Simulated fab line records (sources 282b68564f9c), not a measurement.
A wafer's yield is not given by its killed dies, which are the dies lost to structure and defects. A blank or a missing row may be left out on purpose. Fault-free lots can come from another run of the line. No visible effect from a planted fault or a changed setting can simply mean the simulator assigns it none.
Matching of chambers -- flow rit-cmos -- RIT_GATE_ETCH_19 on rie-si-02 has 4 sister chambers
The step etches poly-Si in SF6/CHF3/O2, stops on SiO2, time 165 s, target depth 312.5 nm. 7 wafers are shown with their chamber, then 8 later ones without.

== WAFERS WITH THEIR CHAMBER ==
wafer,chamber,drypump-motor-current-A (A),throttle-valve-pct (%)
L252.1,3,5.57,10.18
L254.3,3,5.56,10.15
L256.1,2,6.31,10.16
L260.2,0,5.49,10.31
L260.5,1,6.05,10.30
L260.6,0,5.50,10.33
L264.4,1,6.07,10.29

== WAFERS MISSING THEIR CHAMBER ==
wafer,drypump-motor-current-A (A),throttle-valve-pct (%)
L264.5,5.57,10.17
L264.6,6.33,10.15
L271.1,5.50,10.31
L271.4,5.57,10.16
L271.6,6.36,10.17
L272.1,5.56,10.16
L272.2,6.37,10.15
L272.5,5.54,10.16

== EACH ONE'S CHAMBER ==
wafer,from the rows above,in truth
L264.5,3,3
L264.6,2,2
L271.1,0,0
L271.4,3,3
L271.6,2,2
L272.1,3,3
L272.2,2,2
L272.5,3,3
Placed correctly: 8 of 8. Number that these rows cannot place: 0. Placed wrongly: 0.
How it was worked out, from the rows above alone: a wafer's distance from a chamber is the root of the sum, over the readings, of the square of ((its reading less the chamber's mean) divided by the reading's scatter). The wafer belongs to the nearest chamber; if the next one is less than 2 further off, it can't be placed. The mean given for a chamber averages the wafers shown for that chamber. The scatter: take each reading less its chamber's mean, square it, sum over the shown wafers, divide by the number of wafers less the number of chambers, and take the root.
